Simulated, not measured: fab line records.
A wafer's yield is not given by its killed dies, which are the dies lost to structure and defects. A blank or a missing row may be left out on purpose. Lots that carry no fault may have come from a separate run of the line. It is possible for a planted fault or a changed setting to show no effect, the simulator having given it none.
fab line records | flow ritCmos
record: lots: 5 wafers: 23
route steps=202 shown SDANNEAL@156 PSD@157 NSD@158 PLDD@159 CONTACT@173 M1@192
startH: hours from the record's opening day to when the first of the lot's shown wafers began | waitH: hours since the lot's step before | " same as the row above | L1.1+2: a row that stands for several wafers | - either no value or no given start | * or withheld: withheld | < > ~ a bound
route shown NAME@n: NAME is a module with steps in the file, n the number in the route of the first one | usual: mean/standard deviation of fault-free wafers | same: alike in all rows | chamber/n: place in a boat | sites: per-site readings | _std_site: standard deviation across them | _edge_site: the outer-site mean with the inner-site mean subtracted | radiusMm: for every site, how far away it sits from the centre of the wafer | mask NAME#n: copy n | behind: tool/chamber where the wafer was last shaped | hold: the reason the lot was held/the length of the hold in hours/how it ended | device: transistor that didn't switch, given as n, p or np | end of line: tests of these same wafers at the route's end | a step without rows: its recipe alone | killed: the dies lost at the first sort to structure and to defects; this is not the yield of the wafer | map: dies across one wafer; x = killed, . = not, _ = none there
set.NAME: setting as actually run; set.NAME@STEP: the setting as run at that earlier step | model.NAME: the simulator's own value behind a step, which no gauge read
lots where settings were altered on purpose, with a table for each step and a row for each wafer
== steps ==
step: RIT_SDANNEAL_RTA_03
recipe: tempC: 1050 timeS: 5 idleTempC: 600 rampUpCPerS: 342 rampDownCPerS: 171 coolToC: 600 ambient: N2
columns lot.wafer tool chamber startH waitH set.timeS
L078.1+2+6 rtpAnneal-01 0 - - 5
L078.3+5 " 0 " " 5.297
L080.3+4+6 rtpAnneal-01 0 86.58 0.0 5
L082.1+4 rtpAnneal-01 0 - - 5.356
L082.2+3+6 " 0 " " 5
L083.1+3+5 rtpAnneal-02 0 - - 4.391
L083.2+6 " 0 " " 5
L085.1+2+6 rtpAnneal-02 0 - - 4.694
L085.4+5 " 0 " " 5
step: RIT_SDANNEAL_RS_MEAS_04
recipe: thkMeasGauge: four-point-probe
usual: PSD_RS: 116.9/0.31
columns lot.wafer tool chamber startH waitH set.timeS@SDANNEAL_RTA_03 PSD_RS[ohm/sq]
L078.1 filmMetro-04 - 70.68 0.0 5 116.8
L078.2 " - " " 5 116.7
L078.3 " - " " 5.297 116.0
L078.5 " - " " 5.297 116.0
L078.6 " - " " 5 117.1
L080.3 filmMetro-02 - 86.66 0.1 5 116.7
L080.4 " - " " 5 116.7
L080.6 " - " " 5 116.9
L082.1 filmMetro-04 - 95.83 0.0 5.356 116.2
L082.2 " - " " 5 117.8
L082.3 " - " " 5 116.9
L082.4 " - " " 5.356 116.3
L082.6 " - " " 5 117.2
L083.1 filmMetro-03 - 100.25 0.0 4.391 118.7
L083.2 " - " " 5 117.3
L083.3 " - " " 4.391 119.0
L083.5 " - " " 4.391 119.1
L083.6 " - " " 5 117.1
L085.1 filmMetro-04 - 107.94 0.0 4.694 118.1
L085.2 " - " " 4.694 118.0
L085.4 " - " " 5 116.9
L085.5 " - " " 5 117.2
L085.6 " - " " 4.694 117.7
step: RIT_SDANNEAL_RS_MEAS_05
recipe: thkMeasGauge: four-point-probe
usual: NSD_RS: 84.5/0.31
columns lot.wafer tool chamber startH waitH set.energyKev@NSD_IMPLANT_08 NSD_RS[ohm/sq]
L078.1 filmMetro-04 - 70.80 0.1 25 84.4
L078.2 " - " " 23.92 84.6
L078.3 " - " " 25 84.1
L078.5 " - " " 23.92 84.5
L078.6 " - " " 23.92 84.8
L080.3 filmMetro-02 - 86.78 0.1 25 84.3
L080.4 " - " " 25 84.5
L080.6 " - " " 25 84.2
L082.1 filmMetro-04 - 95.95 0.1 26.49 83.9
L082.2 " - " " 26.49 84.2
L082.3 " - " " 25 84.8
L082.4 " - " " 26.49 84.1
L082.6 " - " " 25 85.0
L083.1 filmMetro-03 - 100.37 0.1 25 84.6
L083.2 " - " " 24.22 85.1
L083.3 " - " " 24.22 85.1
L083.5 " - " " 24.22 85.3
L083.6 " - " " 25 84.7
L085.1 filmMetro-04 - 108.06 0.1 23.73 85.2
L085.2 " - " " 23.73 84.7
L085.4 " - " " 25 84.0
L085.5 " - " " 25 84.4
L085.6 " - " " 25 84.2
step: RIT_SDANNEAL_RS_MEAS_06
recipe: thkMeasGauge: four-point-probe
usual: PLDD_RS: 178.7/0.55
columns lot.wafer tool chamber startH waitH set.timeS@SDANNEAL_RTA_03 PLDD_RS[ohm/sq]
L078.1 filmMetro-04 - 70.92 0.1 5 178.9
L078.2 " - " " 5 178.7
L078.3 " - " " 5.297 177.6
L078.5 " - " " 5.297 178.2
L078.6 " - " " 5 178.5
L080.3 filmMetro-02 - 86.90 0.1 5 178.1
L080.4 " - " " 5 178.4
L080.6 " - " " 5 178.7
L082.1 filmMetro-04 - 96.07 0.1 5.356 177.7
L082.2 " - " " 5 179.2
L082.3 " - " " 5 179.6
L082.4 " - " " 5.356 178.4
L082.6 " - " " 5 179.0
L083.1 filmMetro-03 - 100.49 0.1 4.391 181.2
L083.2 " - " " 5 179.8
L083.3 " - " " 4.391 181.6
L083.5 " - " " 4.391 181.5
L083.6 " - " " 5 179.5
L085.1 filmMetro-04 - 108.18 0.1 4.694 180.4
L085.2 " - " " 4.694 180.6
L085.4 " - " " 5 179.2
L085.5 " - " " 5 179.4
L085.6 " - " " 4.694 179.6
step: RIT_CONTACT_EXPOSE_05
recipe: maskId: M11 na: 0.6 sourceShape: conventional sigmaOuter: 0.5 targetCdNm: 1000 doseMj: 250
columns lot.wafer tool chamber startH waitH mask set.doseMj
L078.1+6 ilineStepper-01 0 72.36 0.2 M11#0 237.2
L078.2+3+5 " 0 " " M11#0 250
L080.3+4+6 ilineStepper-01 0 88.29 0.1 M11#0 250
L082.1+6 ilineStepper-01 0 97.39 0.1 M11#0 237.7
L082.2+3+4 " 0 " " M11#0 250
L083.1+2+3 ilineStepper-02 0 101.93 0.2 M11#0 250
L083.5+6 " 0 " " M11#0 232.7
L085.1+4+6 ilineStepper-01 0 109.50 0.1 M11#0 257.7
L085.2+5 " 0 " " M11#0 250
step: RIT_CONTACT_PEB_06
recipe: resist: NOVOLAK tempC: withheld timeS: withheld
step: RIT_CONTACT_DEVELOP_07
recipe: resist: NOVOLAK developTimeS: 120 devTempC: 23
step: RIT_CONTACT_CD_MEAS_08
recipe: targetCdNm: 1000
usual: cdNm: 1000.2/2.6
columns lot.wafer tool chamber startH waitH set.doseMj@CONTACT_EXPOSE_05 cdNm
L078.1 cdSem-01 - 72.87 - 237.2 982.9
L078.2 " - " " 250 998.6
L078.3 " - " " 250 995.1
L078.5 " - " " 250 997.0
L078.6 " - " " 237.2 983.0
L080.3 cdSem-01 - 88.81 - 250 1003.7
L080.4 " - " " 250 1002.2
L080.6 " - " " 250 1001.3
L082.1 cdSem-01 - 97.91 - 237.7 984.5
L082.2 " - " " 250 998.5
L082.3 " - " " 250 998.8
L082.4 " - " " 250 997.2
L082.6 " - " " 237.7 982.7
L083.1 cdSem-01 - 102.45 - 250 1002.5
L083.2 " - " " 250 1003.6
L083.3 " - " " 250 1004.3
L083.5 " - " " 232.7 983.8
L083.6 " - " " 232.7 985.2
L085.1 cdSem-01 - 110.02 - 257.7 1010.6
L085.2 " - " " 250 1005.1
L085.4 " - " " 257.7 1011.1
L085.5 " - " " 250 1002.3
L085.6 " - " " 257.7 1011.5
step: RIT_CONTACT_ETCH_11
recipe: targetDepthA: 4800 overEtchFrac: 0.2 stopOn: TiSi2 chemistry: CHF3/CF4/Ar target: SiO2 CHF3_flow_sccm: 50 cf4FlowSccm: 10 Ar_flow_sccm: 100 O2_flow_sccm: 5 pressureMtorr: 100 rfW: 200 timeS: 320
columns lot.wafer tool chamber startH waitH set.overEtchFrac set.doseMj@CONTACT_EXPOSE_05 model.CONTACT.cdNm
L078.1 rieDiel-02 3 73.18 0.1 0.2 237.2 983.7
L078.2 " 1 " " 0.2 250 998.2
L078.3 " 2 " " 0.2 250 995.3
L078.5 " 0 " " 0.2 250 996.9
L078.6 " 3 " " 0.2 237.2 983.5
L080.3 rieDiel-01 1 89.07 0.1 0.2 250 1003
L080.4 " 0 " " 0.2 250 1002
L080.6 " 0 " " 0.2 250 1001
L082.1 rieDiel-03 3 98.21 0.1 0.2 237.7 984.4
L082.2 " 1 " " 0.1606 250 998.5
L082.3 " 0 " " 0.2 250 999.1
L082.4 " 2 " " 0.1606 250 997.9
L082.6 " 0 " " 0.1606 237.7 982.9
L083.1 rieDiel-03 3 102.79 0.1 0.2459 250 1003
L083.2 " 1 " " 0.2 250 1003
L083.3 " 2 " " 0.2459 250 1005
L083.5 " 1 " " 0.2 232.7 983.5
L083.6 " 2 " " 0.2 232.7 985.4
L085.1 rieDiel-01 3 110.32 0.1 0.1471 257.7 1010
L085.2 " 1 " " 0.1471 250 1004
L085.4 " 0 " " 0.1471 257.7 1011
L085.5 " 1 " " 0.2 250 1001
L085.6 " 3 " " 0.2 257.7 1012
step: RIT_CONTACT_STRIP_12
recipe: chemistry: O2 timeS: 180 resist: NOVOLAK platenTempC: withheld powerW: 500 pressureMtorr: 4000 o2FlowSccm: 4000
step: RIT_CONTACT_CD_MEAS_90
recipe: targetCdNm: 1000
usual: cdNm: 1000.2/2.5
columns lot.wafer tool chamber startH waitH set.doseMj@CONTACT_EXPOSE_05 cdNm
L078.1 cdSem-02 - 73.55 0.1 237.2 983.7
L078.2 " - " " 250 998.3
L078.3 " - " " 250 995.3
L078.5 " - " " 250 997.0
L078.6 " - " " 237.2 983.7
L080.3 cdSem-02 - 89.48 0.1 250 1002.9
L080.4 " - " " 250 1002.1
L080.6 " - " " 250 1001.0
L082.1 cdSem-02 - 98.58 0.1 237.7 984.2
L082.2 " - " " 250 998.4
L082.3 " - " " 250 998.9
L082.4 " - " " 250 997.9
L082.6 " - " " 237.7 982.8
L083.1 cdSem-01 - 103.16 0.1 250 1003.1
L083.2 " - " " 250 1003.4
L083.3 " - " " 250 1004.8
L083.5 " - " " 232.7 983.2
L083.6 " - " " 232.7 985.6
L085.1 cdSem-02 - 110.69 0.1 257.7 1010.5
L085.2 " - " " 250 1004.0
L085.4 " - " " 257.7 1010.4
L085.5 " - " " 250 1000.8
L085.6 " - " " 257.7 1011.5
step: RIT_M1_DEVELOP_08
recipe: resist: NOVOLAK developTimeS: 68 devTempC: 23
columns lot.wafer tool chamber startH waitH set.developTimeS
L078.1+3+5 lithoTrack-02 0 - - 70.64
L078.2+6 " 0 " " 68
L080.3+4+6 lithoTrack-01 0 - - 68
L082.1+2+6 lithoTrack-01 0 - - 60.94
L082.3+4 " 0 " " 68
L083.1+3+6 lithoTrack-01 0 - - 58.14
L083.2+5 " 0 " " 68
L085.1+2 lithoTrack-01 0 - - 68
L085.4+5+6 " 0 " " 76.23
step: RIT_M1_CD_MEAS_09
recipe: targetCdNm: 2600
usual: cdNm: 2600.9/2.6
columns lot.wafer tool chamber startH waitH set.developTimeS@M1_DEVELOP_08 cdNm
L078.1 cdSem-01 - 75.50 - 70.64 2599.2
L078.2 " - " " 68 2604.8
L078.3 " - " " 70.64 2596.3
L078.5 " - " " 70.64 2600.3
L078.6 " - " " 68 2601.6
L080.3 cdSem-02 - 91.32 - 68 2604.1
L080.4 " - " " 68 2603.3
L080.6 " - " " 68 2605.4
L082.1 cdSem-01 - 100.41 - 60.94 2608.5
L082.2 " - " " 60.94 2609.9
L082.3 " - " " 68 2600.4
L082.4 " - " " 68 2600.8
L082.6 " - " " 60.94 2610.7
L083.1 cdSem-01 - 105.15 - 58.14 2613.0
L083.2 " - " " 68 2599.3
L083.3 " - " " 58.14 2617.0
L083.5 " - " " 68 2599.6
L083.6 " - " " 58.14 2613.2
L085.1 cdSem-01 - 112.66 - 68 2601.5
L085.2 " - " " 68 2600.6
L085.4 " - " " 76.23 2591.2
L085.5 " - " " 76.23 2591.8
L085.6 " - " " 76.23 2590.1
step: RIT_M1_HARDBAKE_11
recipe: resist: NOVOLAK tempC: 140 timeS: 120
step: RIT_M1_METAL_ETCH_12
recipe: stopOn: SiO2 chemistry: Cl2/BCl3 target: Al timeS: 165 overEtchFrac: 0.5 pressureMtorr: 100 targetDepthA: 6000 rfW: 250 Cl2_flow_sccm: 60 bcl3FlowSccm: 50
columns lot.wafer tool chamber startH waitH set.developTimeS@M1_DEVELOP_08 model.M1.cdNm
L078.1+5 rieMetal-04 0 75.91 0.2 70.64 2599
L078.2 " 1 " " 68 2607
L078.3 " 0 " " 70.64 2598
L078.6 " 1 " " 68 2604
L080.3 rieMetal-01 1 91.74 0.2 68 2609
L080.4 " 0 " " 68 2600
L080.6 " 0 " " 68 2605
L082.1 rieMetal-02 0 100.81 0.2 60.94 2605
L082.2 " 1 " " 60.94 2609
L082.3 " 1 " " 68 2601
L082.4 " 0 " " 68 2598
L082.6 " 0 " " 60.94 2608
L083.1 rieMetal-01 1 105.55 0.2 58.14 2617
L083.2 " 0 " " 68 2596
L083.3 " 0 " " 58.14 2615
L083.5 " 0 " " 68 2598
L083.6 " 1 " " 58.14 2616
L085.1 rieMetal-02 0 113.06 0.2 68 2597
L085.2 " 1 " " 68 2598
L085.4+6 " 1 " " 76.23 2589
L085.5 " 0 " " 76.23 2586
step: RIT_M1_STRIP_13
recipe: chemistry: nmp resist: NOVOLAK tempC: 80 timeS: 590 dry: n2Spin
step: RIT_M1_STRIP_14
recipe: chemistry: O2 timeS: 180 platenTempC: withheld powerW: 500 pressureMtorr: 4000 o2FlowSccm: 4000
step: RIT_M1_CD_MEAS_90
recipe: targetCdNm: 2600
usual: cdNm: 2600/3.7
columns lot.wafer tool chamber startH waitH set.developTimeS@M1_DEVELOP_08 cdNm
L078.1 cdSem-02 - 76.43 0.1 70.64 2599
L078.2 " - " " 68 2607
L078.3 " - " " 70.64 2597
L078.5 " - " " 70.64 2599
L078.6 " - " " 68 2604
L080.3 cdSem-02 - 92.26 0.1 68 2609
L080.4 " - " " 68 2600
L080.6 " - " " 68 2605
L082.1 cdSem-02 - 101.33 0.1 60.94 2605
L082.2 " - " " 60.94 2609
L082.3 " - " " 68 2601
L082.4 " - " " 68 2598
L082.6 " - " " 60.94 2608
L083.1 cdSem-02 - 106.08 0.1 58.14 2617
L083.2 " - " " 68 2596
L083.3 " - " " 58.14 2615
L083.5 " - " " 68 2598
L083.6 " - " " 58.14 2616
L085.1 cdSem-02 - 113.58 0.1 68 2597
L085.2 " - " " 68 2598
L085.4 " - " " 76.23 2589
L085.5 " - " " 76.23 2586
L085.6 " - " " 76.23 2589
== key ==
split: step: RIT_SDANNEAL_RTA_03 setting: timeS stated: 5 by: wafer
response: step: RIT_SDANNEAL_RS_MEAS_04 reading: PSD_RS change: -0.144 per: 1% r: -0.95
response: step: RIT_SDANNEAL_RS_MEAS_06 reading: PLDD_RS change: -0.145 per: 1% r: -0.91
split: step: RIT_CONTACT_EXPOSE_05 setting: doseMj stated: 250 by: wafer
response: step: RIT_CONTACT_CD_MEAS_08 reading: cdNm change: +2.76 per: 1% r: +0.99
response: step: RIT_CONTACT_ETCH_11 reading: model.CONTACT.cdNm change: +2.79 per: 1% r: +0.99
response: step: RIT_CONTACT_CD_MEAS_90 reading: cdNm change: +2.79 per: 1% r: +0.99
split: step: RIT_CONTACT_ETCH_11 setting: overEtchFrac stated: 0.2 by: wafer
response none clear
split: step: RIT_M1_DEVELOP_08 setting: developTimeS stated: 68 by: wafer
response: step: RIT_M1_CD_MEAS_09 reading: cdNm change: -0.94 per: 1% r: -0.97
response: step: RIT_M1_METAL_ETCH_12 reading: model.M1.cdNm change: -1.05 per: 1% r: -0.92
response: step: RIT_M1_CD_MEAS_90 reading: cdNm change: -1.06 per: 1% r: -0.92
split outsideThisFile step=RIT_NSD_IMPLANT_08 setting=energyKev
split outsideThisFile: this setting was split too, and the file shows its column; the key of that split is in another file
